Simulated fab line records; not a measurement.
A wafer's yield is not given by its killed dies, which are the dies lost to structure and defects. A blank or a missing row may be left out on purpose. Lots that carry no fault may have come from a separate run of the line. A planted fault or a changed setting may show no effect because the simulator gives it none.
2 desks looking at one fault + flow berkeleyCmos170 + each desk holds nothing but its own numbers, with what lay behind them at the end

## THE METROLOGY DESK
What the gauges read for every lot (on any tool): the sampled wafers with a number, averaged. A lot is out of limits, marked OUT, if its mean lies more than 4 standard deviations from the usual mean; the brackets give that distance.
Columns: A = M1_OVL at UCB170_M1_OVL_MEAS_10, usual -3 nm; B = M2_AL_RS at UCB170_M2_RS_MEAS_02, usual 0.0323 ohm/sq; C = M2_AL_THK at UCB170_M2_THK_MEAS_03, usual 880 nm
| lot  | first seen here | A   | B                | C             |
|------|-----------------|-----|------------------|---------------|
| L367 | day 8 10:32     | -3  | 0.0320           | 896           |
| L368 | day 8 11:15     | 6   | 0.0324           | 881           |
| L370 | day 8 20:02     | -12 | 0.0323           | 873           |
| L373 | day 10 05:42    | 1   | 0.0327           | 882           |
| L374 | day 10 06:00    | -1  | 0.0534 (+38) OUT | 533 (-19) OUT |
| L376 | day 10 06:16    | 4   | 0.0328           | 878           |
| L377 | day 10 16:50    | 3   | 0.0531 (+37) OUT | 546 (-19) OUT |
| L379 | day 11 10:22    | -4  | 0.0322           | 876           |
| L380 | day 11 12:23    | -3  | 0.0328           | 872           |
| L384 | day 12 00:01    | -4  | 0.0324           | 872           |
| L386 | day 13 01:42    | -10 | 0.0317           | 891           |
| L388 | day 13 14:25    | -9  | 0.0321           | 885           |
| L389 | day 13 15:05    | -2  | 0.0330           | 853           |
| L390 | day 13 21:56    | -7  | 0.0315           | 903           |
This desk's finding: out of limits on L374, L377; first on L374, day 10 13:44 (M2_AL_RS at UCB170_M2_RS_MEAS_02). L367, L368, L370, L373, L376, L379, L380, L384, L386, L388, L389, L390: within limits.

## THE TOOL OWNER'S DESK: pvdSputter-04
The tool's own readings at UCB170_M2_SPUTTER_01 (material Al, target thk 900 nm, time 120 s): means of the sampled wafers that have a number, for each lot that ran on this tool. A lot is out of limits, marked OUT, if its mean lies more than 4 standard deviations from the usual mean; the brackets give that distance.
Columns: A = throttleValvePct at UCB170_M2_SPUTTER_01, usual 29.7 %
| lot  | first seen here | A    |
|------|-----------------|------|
| L367 | day 8 14:52     | 28.9 |
| L370 | day 9 01:22     | 29.8 |
| L374 | day 10 13:37    | 29.4 |
| L377 | day 10 22:22    | 30.4 |
| L386 | day 13 09:24    | 29.7 |
| L390 | day 14 04:27    | 29.6 |
This desk found nothing out of limits on any of the 6 lots.

## ALL TOGETHER
Metrology desk: alarm possible at day 10 13:44 on L374, L377.
The desk of the tool owner found nothing out of limits.
On record at the tool owner's desk: L374, L377, within its limits.
Of the lots named, all ran UCB170_M2_SPUTTER_01 on pvdSputter-04.

## WHAT THE SIMULATOR HAD PUT IN
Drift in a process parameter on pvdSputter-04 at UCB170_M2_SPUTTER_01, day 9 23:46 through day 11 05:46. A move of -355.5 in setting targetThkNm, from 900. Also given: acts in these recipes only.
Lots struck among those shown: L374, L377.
Delay in hours, fault start to first out-of-limits reading, per desk: metrology desk 14.
